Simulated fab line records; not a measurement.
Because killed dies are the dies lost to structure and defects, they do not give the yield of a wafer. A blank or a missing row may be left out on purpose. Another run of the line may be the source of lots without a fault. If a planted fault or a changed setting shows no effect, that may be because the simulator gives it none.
Which tool was responsible?	flow rit_cmos	Sampling: 14 lots, 42 wafers, 2 of 202 route steps

== WHAT EACH GAUGE READ, for each wafer ==
RIT_WELLDRIVE_RS_MEAS_01: measurement is done with a four-point probe.
lot	measured	on	NWELL_RS (ohm/sq)
L900	day 2 05:05	film_metro-03	275.9 275.8 275.8
L904	day 3 01:04	film_metro-03	277.0 276.9 277.5
L905	day 3 07:35	film_metro-04	276.4 276.0 275.1
L906	day 3 14:05	film_metro-03	276.5 276.9 276.4
L907	day 3 20:28	film_metro-04	274.5 276.0 276.0
L908	day 4 01:35	film_metro-01	276.1 276.3 276.6
L910	day 4 09:29	film_metro-04	273.7 274.4 274.2
L913	day 5 00:23	film_metro-03	274.9 275.3 276.1
L914	day 5 05:28	film_metro-04	269.3 269.4 269.6 269.5 269.2 269.9
L915	day 5 11:42	film_metro-03	270.3 270.7 271.3 270.1 271.3 270.9
L916	day 5 15:59	film_metro-03	274.0 274.9 274.5
L918	day 6 00:11	film_metro-03	276.1 275.5 275.9
L919	day 6 04:49	film_metro-03	274.0 273.6 274.6
L920	day 6 09:38	film_metro-04	274.4 275.9 274.5

== WHAT TOOL EACH LOT RAN ON (gives the tool, then ch and the chambers of the sampled wafers, and finally the start) ==
lot	RIT_NWELL_IMPLANT_08
L900	implanter-04 ch 0, day 1 22:04
L904	implanter-04 ch 0, day 2 17:55
L905	implanter-04 ch 0, day 3 00:34
L906	implanter-04 ch 0, day 3 04:41
L907	implanter-01 ch 0, day 3 11:08
L908	implanter-01 ch 0, day 3 17:38
L910	implanter-02 ch 0, day 4 00:11
L913	implanter-02 ch 0, day 4 16:11
L914	implanter-01 ch 0, day 4 21:32
L915	implanter-01 ch 0, day 5 03:42
L916	implanter-04 ch 0, day 5 07:43
L918	implanter-02 ch 0, day 5 16:17
L919	implanter-04 ch 0, day 5 21:17
L920	implanter-04 ch 0, day 6 02:02
- RIT_NWELL_IMPLANT_08

== WHAT THE TOOLS THEMSELVES READ (means of the sampled wafers that have a number; where no wafer has one, the mark that the record gives instead) ==
RIT_NWELL_IMPLANT_08.
lot	tool	dose_ions_cm2	end_station_pressure_torr (Torr)
L900	implanter-04	5.002e+13	5.06e-06
L904	implanter-04	4.995e+13	5.06e-06
L905	implanter-04	5.003e+13	4.89e-06
L906	implanter-04	5.001e+13	5.13e-06
L907	implanter-01	4.999e+13	5.20e-06
L908	implanter-01	5.000e+13	5.14e-06
L910	implanter-02	5.000e+13	5.21e-06
L913	implanter-02	5.003e+13	5.21e-06
L914	implanter-01	5.150e+13	5.38e-06
L915	implanter-01	5.157e+13	5.05e-06
L916	implanter-04	4.999e+13	5.32e-06
L918	implanter-02	5.007e+13	5.04e-06
L919	implanter-04	5.003e+13	5.26e-06
L920	implanter-04	5.005e+13	5.03e-06

== THE ANSWER, worked out from the rows above alone ==
Rule: usual is defined by the lots themselves. Put in order of their means at a reading, lots are off if they are a third of the lots or fewer, leave a main group of 4 or more, and stand apart from it by a gap of 3 or more times the standard deviation of the main group's means; of several such gaps the widest counts. A main group whose means are all the same, to the digits that the tables above print for the reading, isn't used. Also off: a lot with no number at a reading for which 4 or more lots have one. Any other lot the step has rows for is counted as sound. After the gauges, taken in route order, come the tools' own readings; for these a lot's mean is taken, as printed above. The first step at which some lot is off is used, and at that step the reading that is off furthest; a lot without a number counts as furthest.
Off: L914, L915, at RIT_WELLDRIVE_RS_MEAS_01 (NWELL_RS). Main group: mean 275.5 ohm/sq, sd 0.93.
A tool fits if, at a process step before that reading, it ran every lot that is off, and no sound lot after the first of them. The gauges at RIT_WELLDRIVE_RS_MEAS_01 aren't tried: what is off there is off at RIT_NWELL_IMPLANT_08 too, on other tools, and a gauge's error can't cause that. One fits: implanter-01 at RIT_NWELL_IMPLANT_08. A fault onset in the window from L908 (day 3 17:38, its last sound lot) to L914 (day 4 21:32, its first lot off) fits.
The tool's own readings at RIT_NWELL_IMPLANT_08 bear it out: on the lots that are off they differ by more than 5 times the standard deviation of the sound lots' means. dose_ions_cm2 reads 5.154e+13 there against 5.001e+13 on the sound lots.

== WHAT THE SIMULATOR HAD PUT IN ==
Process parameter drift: implanter-01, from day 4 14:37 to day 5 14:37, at RIT_NWELL_IMPLANT_08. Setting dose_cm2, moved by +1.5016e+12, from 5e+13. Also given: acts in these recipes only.
Struck lots among those shown: L914, L915. The same result came from the rule above.
